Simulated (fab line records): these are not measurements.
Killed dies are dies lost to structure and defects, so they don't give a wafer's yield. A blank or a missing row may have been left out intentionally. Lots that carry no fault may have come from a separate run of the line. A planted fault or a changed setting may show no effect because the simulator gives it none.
Check for tools in common + flow rit cmos + 14 lots, 48 wafers sampled

== REASON IT WAS OPENED ==
Of 14 lots, 2 have the reading NLDD_TW flagged at RIT_NLDD_TW_MEAS_10. Wafers without a fault read 2525, standard deviation 17.
Rule: a lot gets a flag if all its wafers with a number sit over 4 standard deviations from that mean, or if no wafer of it has a number. The other lots count as sound.

| lot  | measured    | on            | NLDD_TW, wafer by wafer       | flag    |
|------|-------------|---------------|-------------------------------|---------|
| L622 | day 2 23:46 | film metro-02 | 2528 2518 2506                |         |
| L623 | day 3 08:19 | film metro-02 | 2519 2514 2517                |         |
| L624 | day 3 10:23 | film metro-02 | 2528 2516 2522                |         |
| L626 | day 3 19:54 | film metro-03 | 2508 2512 2506                |         |
| L627 | day 4 00:48 | film metro-03 | 2511 2506 2491                |         |
| L628 | day 4 09:56 | film metro-04 | 2533 2541 2528                |         |
| L629 | day 4 11:39 | film metro-03 | 2503 2498 2490                |         |
| L631 | day 4 20:35 | film metro-03 | 2497 2495 2504                |         |
| L632 | day 5 02:44 | film metro-04 | 2544 2543 2562                |         |
| L633 | day 5 09:22 | film metro-03 | 2525 2537 2529                |         |
| L634 | day 5 15:59 | film metro-04 | 2555 2546 2561                |         |
| L635 | day 5 18:38 | film metro-03 | 2536 2547 2532                |         |
| L643 | day 7 07:56 | film metro-04 | 2774 2756 2772 2766 2761 2776 | FLAGGED |
| L644 | day 7 14:04 | film metro-03 | 2772 2768 2759 2768 2766 2761 | FLAGGED |
The numbers of the flagged lots are 2767 on average: +242 against the usual, or +14 standard deviations.

== LOT BY LOT: THE TOOL USED ==
The record holds 1 process step before the reading, out of a route of 202 steps. Every cell lists first the tool, next ch and the chambers used by the sampled wafers, and last the start.
| lot  | flag    | RIT_NLDD_IMPLANT_08            |
|------|---------|--------------------------------|
| L622 |         | implanter-03 ch 0, day 2 23:28 |
| L623 |         | implanter-01 ch 0, day 3 08:00 |
| L624 |         | implanter-04 ch 0, day 3 10:03 |
| L626 |         | implanter-03 ch 0, day 3 19:35 |
| L627 |         | implanter-03 ch 0, day 4 00:31 |
| L628 |         | implanter-03 ch 0, day 4 09:37 |
| L629 |         | implanter-03 ch 0, day 4 11:20 |
| L631 |         | implanter-03 ch 0, day 4 20:16 |
| L632 |         | implanter-04 ch 0, day 5 02:25 |
| L633 |         | implanter-01 ch 0, day 5 09:02 |
| L634 |         | implanter-04 ch 0, day 5 15:41 |
| L635 |         | implanter-04 ch 0, day 5 18:20 |
| L643 | FLAGGED | implanter-04 ch 0, day 7 07:37 |
| L644 | FLAGGED | implanter-04 ch 0, day 7 13:44 |
These steps, and what they do:
- RIT_NLDD_IMPLANT_08
- RIT_NLDD_TW_MEAS_10

== FLAGGED OVER TOTAL, TOOL BY TOOL (the gauges that took the reading come last) ==
| step                | tool          | lots run | flagged | share of the flagged lots | sound lots run after its first flagged lot |
|---------------------|---------------|----------|---------|---------------------------|--------------------------------------------|
| RIT_NLDD_IMPLANT_08 | implanter-01  | 2        | 0       | none                      | -                                          |
| RIT_NLDD_IMPLANT_08 | implanter-03  | 6        | 0       | none                      | -                                          |
| RIT_NLDD_IMPLANT_08 | implanter-04  | 6        | 2       | all                       | 0                                          |
| RIT_NLDD_TW_MEAS_10 | film metro-02 | 3        | 0       | none                      | -                                          |
| RIT_NLDD_TW_MEAS_10 | film metro-03 | 7        | 1       | some                      | 0                                          |
| RIT_NLDD_TW_MEAS_10 | film metro-04 | 4        | 1       | some                      | 0                                          |

== WHAT IS ALLOWED BY THE TABLE ==
Rows of the table that ran each flagged lot: 1, that is implanter-04 at RIT_NLDD_IMPLANT_08.
- implanter-04 at RIT_NLDD_IMPLANT_08 ran 6 lots, 2 of them flagged. Its last sound lot is L635 (day 5 18:20), its first flagged lot L643 (day 7 07:37): a fault that began between those two fits. Its own readings (beam on s, faraday current uA) fall more than 4 standard deviations out on all wafers of the flagged lots.
Just one tool remains: implanter-04 at RIT_NLDD_IMPLANT_08.

== WHAT THE SIMULATOR PUT IN ==
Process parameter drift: implanter-04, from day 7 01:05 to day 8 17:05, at RIT_NLDD_IMPLANT_08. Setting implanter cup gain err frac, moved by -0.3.
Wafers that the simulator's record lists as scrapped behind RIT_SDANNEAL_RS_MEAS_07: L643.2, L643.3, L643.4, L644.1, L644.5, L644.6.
Lots struck among those shown: L643, L644. The rule above found the same.
